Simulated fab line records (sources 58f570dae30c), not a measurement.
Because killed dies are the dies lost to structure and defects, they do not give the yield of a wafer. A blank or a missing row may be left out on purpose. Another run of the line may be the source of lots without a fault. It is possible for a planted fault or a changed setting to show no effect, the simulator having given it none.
The same fault as seen by 2 desks ; flow berkeley-cmos170 ; only its own numbers are on each desk; what lay behind them is given at the end

## TOOL OWNER'S DESK, rtp-anneal-02
Per lot that ran on this tool, the mean of the sampled wafers carrying a number, from the tool's own readings at UCB170_CONTACT_RTA_08 (time 10 s). Any lot whose mean is over 4 standard deviations away from the usual mean is out of limits and marked OUT; that distance is given in the brackets.
Columns: A = lamp-power-pct at UCB170_CONTACT_RTA_08, usual 24.3 %; B = wafer_temp_C_max at UCB170_CONTACT_RTA_08, usual 904.4
lot;first seen here;A;B
L971;day 9 06:26;23.8;903.6
L970;day 9 16:52;23.8;904.1
L978;day 11 06:16;23.8;904.1
L979;day 11 16:10;23.8;904.9
L982;day 11 16:38;23.8;903.9
This desk's finding: nothing out of limits on any of the 5 lots.

## METROLOGY DESK
Lot by lot, what the gauges showed, no matter which tool ran the lot: averages of those sampled wafers that carry a number. Any lot whose mean is over 4 standard deviations away from the usual mean is out of limits and marked OUT; that distance is given in the brackets. It has 11 readings; the 7 that lie furthest out on some lot are the ones shown.
Columns: A = SILICIDE_TI_RS at UCB170_SILICIDE_RS_MEAS_02, usual 26.3 ohm/sq; B = SILICIDE_TI_THK at UCB170_SILICIDE_THK_MEAS_03, usual 29.9 nm; C = CONTACT_OVL at UCB170_CONTACT_OVL_MEAS_16, usual 0 nm; D = M1_AL_RS at UCB170_M1_RS_MEAS_01, usual 0.0484 ohm/sq; E = M1_AL_THK at UCB170_M1_THK_MEAS_02, usual 604 nm; F = cd-nm at UCB170_M1_CD_MEAS_09, usual 699.9 nm; G = M1_OVL at UCB170_M1_OVL_MEAS_10, usual 1 nm
lot;first seen here;A;B;C;D;E;F;G
L971;day 8 23:02;26.3;29.8;7;0.0493;594;699.6;6
L970;day 9 12:25;26.5;29.7;-0;0.0485;604;701.3;8
L978;day 11 01:52;26.9;29.3;6;0.0487;599;699.5;-10
L979;day 11 11:52;26.4;29.9;4;0.0486;595;698.3;7
L981;day 11 12:19;26.3;29.7;-5;0.0468;624;701.0;-2
L982;day 11 13:04;26.0;29.9;-3;0.0488;600;699.8;3
This desk's finding: nothing out of limits on any of the 6 lots.

## BROUGHT TOGETHER
The tool owner's desk saw nothing out of limits.
The metrology desk saw nothing out of limits.

## WHAT WAS PUT IN BY THE SIMULATOR
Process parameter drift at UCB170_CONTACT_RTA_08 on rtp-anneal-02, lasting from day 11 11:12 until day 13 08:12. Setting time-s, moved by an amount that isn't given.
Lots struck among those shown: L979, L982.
